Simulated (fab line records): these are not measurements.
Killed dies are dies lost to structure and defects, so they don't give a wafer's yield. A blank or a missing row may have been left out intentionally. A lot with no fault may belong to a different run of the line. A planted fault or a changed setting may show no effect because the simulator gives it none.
Which tool did it? ; flow berkeleyCmos170 ; 14 lots with 42 wafers sampled at 3 steps, on a route of 331 steps

WHAT THE GAUGES SHOWED, per wafer
UCB170_V2_THK_MEAS_01.
lot;measured;on;V2_TEOS_THK (nm)
L351;day 8 01:54;filmMetro-01;1955 1973 1960
L354;day 8 10:37;filmMetro-02;1988 2039 2044
L353;day 8 11:55;filmMetro-01;1972 1978 1995
L352;day 8 13:02;filmMetro-02;1994 2008 2002
L356;day 9 04:57;filmMetro-04;1987 1994 2023
L366;day 10 22:52;filmMetro-01;2006 2035 2013
L367;day 10 23:07;filmMetro-02;1932 2017 1990
L364;day 11 02:37;filmMetro-01;2022 1979 2030
L365;day 11 05:40;filmMetro-01;1978 1996 1998
L368;day 11 19:30;filmMetro-01;1986 2019 1997
L369;day 11 20:31;filmMetro-01;1977 2018 2038
L370;day 11 20:38;filmMetro-02;2014 2009 2018
L373;day 12 10:02;filmMetro-01;1989 1975 2012
L374;day 12 17:42;filmMetro-01;2010 1975 1989

UCB170_M3_OVL_MEAS_16.
lot;measured;on;M3_OVL (nm)
L351;day 8 06:29;overlay-02;-1 3 1
L354;day 8 15:53;overlay-01;-8 -7 -8
L353;day 8 17:26;overlay-02;-2 2 8
L352;day 8 18:58;overlay-02;-2 1 -7
L356;day 9 09:13;overlay-01;-6 1 -11
L366;day 11 05:09;overlay-01;-7 1 1
L367;day 11 05:33;overlay-01;-6 2 0
L364;day 11 07:41;overlay-01;4 5 6
L365;day 11 11:32;overlay-02;-4 3 11
L368;day 11 23:47;overlay-01;7 -1 2
L369;day 12 00:53;overlay-01;7 0 -8
L370;day 12 01:30;overlay-01;7 2 1
L373;day 12 15:10;overlay-01;7 -2 9
L374;day 12 22:36;overlay-01;0 -3 -9

WHAT TOOL EACH LOT RAN ON (gives the tool, then ch and the chambers of the sampled wafers, and finally the start)
lot;UCB170_M2_STRIP_07
L351;plasmaAsher-04 ch 0, day 7 22:54
L354;plasmaAsher-03 ch 0,1, day 8 07:58
L353;plasmaAsher-03 ch 0,1, day 8 09:24
L352;plasmaAsher-02 ch 0,1, day 8 10:08
L356;plasmaAsher-04 ch 0,1, day 9 02:55
L366;plasmaAsher-03 ch 0,1, day 10 20:38
L367;plasmaAsher-02 ch 0,1, day 10 20:55
L364;plasmaAsher-02 ch 0,1, day 10 23:23
L365;plasmaAsher-03 ch 0,1, day 11 02:37
L368;plasmaAsher-04 ch 0, day 11 17:28
L369;plasmaAsher-02 ch 0,1, day 11 18:13
L370;plasmaAsher-04 ch 0,1, day 11 18:25
L373;plasmaAsher-04 ch 0,1, day 12 08:01
L374;plasmaAsher-03 ch 0,1, day 12 15:50
- UCB170_M2_STRIP_07: strips in O2.

WHAT THE TOOLS THEMSELVES READ (means of the sampled wafers that have a number; where no wafer has one, the mark that the record gives instead)
UCB170_M2_STRIP_07.
lot;tool;drypumpMotorCurrentA (A);oesProductAu (a.u.);stripTimeToEndpointS (s)
L351;plasmaAsher-04;6.1;0.732;21.85
L354;plasmaAsher-03;6.2;0.736;21.93
L353;plasmaAsher-03;6.4;0.733;22.03
L352;plasmaAsher-02;5.4;0.738;21.99
L356;plasmaAsher-04;6.1;0.736;22.04
L366;plasmaAsher-03;6.4;0.734;21.96
L367;plasmaAsher-02;5.4;0.739;21.99
L364;plasmaAsher-02;5.4;0.735;21.90
L365;plasmaAsher-03;6.4;0.735;21.97
L368;plasmaAsher-04;6.1;0.735;22.11
L369;plasmaAsher-02;5.8;0.730;22.00
L370;plasmaAsher-04;6.1;0.735;21.98
L373;plasmaAsher-04;6.1;0.735;22.06
L374;plasmaAsher-03;6.2;0.733;22.02

THE ANSWER, worked out from the rows above alone
Rule: the usual values come from the lots themselves. Put in order of their means at a reading, lots are off if they are a third of the lots or fewer, leave a main group of 4 or more, and stand apart from it by a gap of 3 or more times the standard deviation of the main group's means; of several such gaps the widest counts. A main group is skipped when, at the precision printed for the reading in the tables above, its means are all equal. Also off: a lot with no number at a reading for which 4 or more lots have one. Any other lot the step has rows for is counted as sound. After the gauges, taken in route order, come the tools' own readings; for these a lot's mean is taken, as printed above. The first step at which some lot is off is used, and at that step the reading that is off furthest; a lot without a number counts as furthest.
No lot is off on any of the readings shown, so nothing can be concluded from this.

WHAT THE SIMULATOR PUT IN
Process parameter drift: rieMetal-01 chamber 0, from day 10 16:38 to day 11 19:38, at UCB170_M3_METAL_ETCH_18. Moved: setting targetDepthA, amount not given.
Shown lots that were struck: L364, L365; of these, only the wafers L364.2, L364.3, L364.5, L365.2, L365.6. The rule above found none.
